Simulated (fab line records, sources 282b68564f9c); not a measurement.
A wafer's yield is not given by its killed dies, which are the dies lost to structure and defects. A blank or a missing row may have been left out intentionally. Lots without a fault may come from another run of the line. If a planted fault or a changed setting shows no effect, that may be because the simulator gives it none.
Which tool was responsible? | flow ritCmos | Sampling: 15 lots, 45 wafers, 6 of 202 route steps

## WHAT THE GAUGES READ, wafer by wafer
RIT_GATE_THK_MEAS_07. Usual: for GATE_OXIDE_THK the level is 3.01 nm and the standard deviation is 0.061.
lot  | measured    | on           | GATE_OXIDE_THK (nm) | flag
L480 | day 2 11:06 | filmMetro-02 | 2.99 3.04 2.96      | 
L483 | day 3 00:38 | filmMetro-01 | 3.02 3.03 3.11      | 
L484 | day 3 07:26 | filmMetro-03 | 3.06 3.02 3.04      | 
L485 | day 3 11:16 | filmMetro-03 | 3.10 3.06 3.08      | 
L487 | day 3 22:32 | filmMetro-02 | 2.97 3.10 3.07      | 
L488 | day 4 04:26 | filmMetro-03 | 3.06 3.06 3.03      | 
L491 | day 4 19:02 | filmMetro-03 | 3.05 3.03 2.94      | 
L492 | day 5 01:38 | filmMetro-02 | 3.05 3.08 3.08      | 
L494 | day 5 09:38 | filmMetro-01 | 3.02 2.98 2.97      | 
L495 | day 5 16:51 | filmMetro-01 | 3.00 2.95 3.00      | 
L496 | day 5 19:17 | filmMetro-01 | 2.93 2.98 2.92      | 
L498 | day 6 07:58 | filmMetro-01 | 2.96 2.95 2.94      | 
L499 | day 6 13:05 | filmMetro-02 | 3.05 2.98 3.05      | 
L501 | day 6 23:38 | filmMetro-03 | 3.00 3.09 3.03      | 
L503 | day 7 11:11 | filmMetro-01 | 2.93 3.06 3.04      | 

RIT_GATE_CD_MEAS_90: target cd 150 nm. Usual: cdNm reads 149.2 nm (standard deviation 2.8).
lot  | measured    | on       | cdNm (nm)         | flag
L480 | day 2 14:25 | cdSem-02 | 152.7 152.1 148.7 | 
L483 | day 3 03:51 | cdSem-01 | 145.3 148.6 144.6 | 
L484 | day 3 11:32 | cdSem-01 | 153.4 153.9 151.6 | 
L485 | day 3 15:58 | cdSem-01 | 148.6 151.2 148.1 | 
L487 | day 4 01:50 | cdSem-01 | 149.2 145.6 144.6 | 
L488 | day 4 07:44 | cdSem-02 | 150.1 149.7 148.5 | 
L491 | day 4 22:20 | cdSem-01 | 150.0 150.9 150.0 | 
L492 | day 5 04:56 | cdSem-01 | 151.6 152.0 152.9 | 
L494 | day 5 13:48 | cdSem-01 | 147.6 148.3 145.6 | 
L495 | day 5 20:10 | cdSem-01 | 148.9 146.4 147.0 | 
L496 | day 5 22:35 | cdSem-02 | 151.6 153.1 152.9 | 
L498 | day 6 11:19 | cdSem-01 | 149.6 149.1 150.0 | 
L499 | day 6 16:19 | cdSem-02 | 153.5 151.9 154.0 | 
L501 | day 7 04:11 | cdSem-02 | 147.4 147.0 145.5 | 
L503 | day 7 14:34 | cdSem-01 | 152.2 150.0 150.0 | 

RIT_NSD_TW_MEAS_10. Usual: for NSD_TW the level is 3141 and the standard deviation is 39.
lot  | measured    | on           | NSD_TW         | flag
L480 | day 3 01:31 | filmMetro-01 | 3115 3125 3132 | 
L483 | day 3 14:22 | filmMetro-04 | 3180 3197 3184 | 
L484 | day 3 22:27 | filmMetro-04 | 3184 3165 3196 | 
L485 | day 4 02:41 | filmMetro-01 | 3153 3156 3140 | 
L487 | day 4 13:03 | filmMetro-04 | 3176 3171 3181 | 
L488 | day 4 18:05 | filmMetro-01 | 3556 3565 3560 | OFF
L491 | day 5 08:44 | filmMetro-04 | 3594 3607 3605 | OFF
L492 | day 5 16:28 | filmMetro-04 | 3595 3595 3611 | OFF
L494 | day 6 00:54 | filmMetro-01 | 3167 3128 3154 | 
L495 | day 6 06:49 | filmMetro-04 | 3196 3187 3193 | 
L496 | day 6 09:12 | filmMetro-02 | 3111 3125 3113 | 
L498 | day 6 23:09 | filmMetro-04 | 3183 3187 3199 | 
L499 | day 7 02:10 | filmMetro-01 | 3141 3159 3160 | 
L501 | day 7 14:25 | filmMetro-02 | 3087 3070 3086 | 
L503 | day 8 01:40 | filmMetro-02 | 3092 3108 3088 | 

RIT_SDANNEAL_RS_MEAS_05: the measuring method here is four-point-probe. Usual: for NSD_RS the level is 85.50 ohm/sq and the standard deviation is 0.3.
lot  | measured    | on           | NSD_RS (ohm/sq)   | flag
L480 | day 3 03:42 | filmMetro-02 | 85.47 85.70 85.43 | 
L483 | day 3 16:26 | filmMetro-04 | 85.48 85.43 85.52 | 
L484 | day 4 00:36 | filmMetro-01 | 85.63 85.63 85.71 | 
L485 | day 4 04:42 | filmMetro-04 | 85.03 85.06 85.08 | 
L487 | day 4 15:05 | filmMetro-01 | 85.69 85.68 85.68 | 
L488 | day 4 20:09 | filmMetro-04 | 52.53 52.80 52.71 | OFF
L491 | day 5 11:26 | filmMetro-01 | 52.48 52.49 52.63 | OFF
L492 | day 5 18:29 | filmMetro-01 | 52.85 52.85 52.87 | OFF
L494 | day 6 03:25 | filmMetro-04 | 85.78 85.96 85.90 | 
L495 | day 6 09:08 | filmMetro-04 | 85.63 85.69 85.91 | 
L496 | day 6 11:23 | filmMetro-04 | 85.68 85.64 85.85 | 
L498 | day 7 01:15 | filmMetro-02 | 85.62 85.62 85.46 | 
L499 | day 7 04:20 | filmMetro-02 | 85.68 85.20 85.28 | 
L501 | day 7 16:35 | filmMetro-04 | 85.32 85.50 85.10 | 
L503 | day 8 03:44 | filmMetro-02 | 85.01 85.59 85.13 | 

## WHAT TOOL EACH LOT RAN ON (gives the tool, then ch and the chambers of the sampled wafers, and finally the start)
lot  | RIT_NWELL_STRIP_09                 | RIT_NSD_IMPLANT_08
L480 | plasmaAsher-04 ch 0,1, day 1 21:39 | implanter-02 ch 0, day 3 01:11
L483 | plasmaAsher-01 ch 0,1, day 2 12:02 | implanter-03 ch 0, day 3 14:03
L484 | plasmaAsher-04 ch 0,1, day 2 18:33 | implanter-03 ch 0, day 3 22:07
L485 | plasmaAsher-03 ch 0,1, day 2 23:14 | implanter-04 ch 0, day 4 02:21
L487 | plasmaAsher-03 ch 0,1, day 3 09:12 | implanter-04 ch 0, day 4 12:44
L488 | plasmaAsher-04 ch 0,1, day 3 12:44 | implanter-04 ch 0, day 4 17:27
L491 | plasmaAsher-03 ch 0,1, day 4 06:38 | implanter-03 ch 0, day 5 08:05
L492 | plasmaAsher-01 ch 0,1, day 4 10:05 | implanter-04 ch 0, day 5 15:49
L494 | plasmaAsher-04 ch 1, day 4 20:02   | implanter-02 ch 0, day 6 00:35
L495 | plasmaAsher-03 ch 0,1, day 5 00:50 | implanter-02 ch 0, day 6 06:32
L496 | plasmaAsher-04 ch 0,1, day 5 06:37 | implanter-03 ch 0, day 6 08:52
L498 | plasmaAsher-03 ch 0,1, day 5 17:47 | implanter-02 ch 0, day 6 22:50
L499 | plasmaAsher-03 ch 0,1, day 5 22:01 | implanter-04 ch 0, day 7 01:51
L501 | plasmaAsher-03 ch 0,1, day 6 07:58 | implanter-04 ch 0, day 7 14:07
L503 | plasmaAsher-04 ch 0,1, day 6 19:02 | implanter-03 ch 0, day 8 01:20
- RIT_NWELL_STRIP_09: strips in O2, time 180 s.
- RIT_NSD_IMPLANT_08

## AS READ BY THE TOOLS THEMSELVES (means over the sampled wafers that have a number; for cases with no such wafer, the mark the record gives instead)
RIT_NWELL_STRIP_09. Usual: drypumpMotorCurrentA reads 5.4 A (standard deviation 0.47).
lot  | tool           | drypumpMotorCurrentA (A) | flag
L480 | plasmaAsher-04 | 5.0                      | 
L483 | plasmaAsher-01 | 5.2                      | 
L484 | plasmaAsher-04 | 5.0                      | 
L485 | plasmaAsher-03 | 6.1                      | 
L487 | plasmaAsher-03 | 6.1                      | 
L488 | plasmaAsher-04 | 5.0                      | 
L491 | plasmaAsher-03 | 6.0                      | 
L492 | plasmaAsher-01 | 5.2                      | 
L494 | plasmaAsher-04 | 5.4                      | 
L495 | plasmaAsher-03 | 6.0                      | 
L496 | plasmaAsher-04 | 5.0                      | 
L498 | plasmaAsher-03 | 6.1                      | 
L499 | plasmaAsher-03 | 6.0                      | 
L501 | plasmaAsher-03 | 6.0                      | 
L503 | plasmaAsher-04 | 5.2                      | 

## THE ANSWER, worked out from the rows above alone
Rule: lot off if the mean of its wafers having a number is beyond 3 standard deviations from the usual mean. A lot without any number at a reading at which 4 lots or more have one is off too. All remaining lots with rows at the step are treated as sound. Order of review: gauges by route order, followed by the tools' own readings, for which a lot's mean as printed above is used. The first step at which some lot is off is used, and at that step the reading that is off furthest; a lot without a number counts as furthest.
Off: L488, L491, L492, seen at RIT_NSD_TW_MEAS_10 (NSD_TW).
A tool fits if, at a process step before that reading, it ran every lot that is off, and no sound lot after the first of them. Those tools and the gauges at RIT_NSD_TW_MEAS_10 are tried in the same way. Of those tried, none fits.

## WHAT HAD BEEN PUT IN BY THE SIMULATOR
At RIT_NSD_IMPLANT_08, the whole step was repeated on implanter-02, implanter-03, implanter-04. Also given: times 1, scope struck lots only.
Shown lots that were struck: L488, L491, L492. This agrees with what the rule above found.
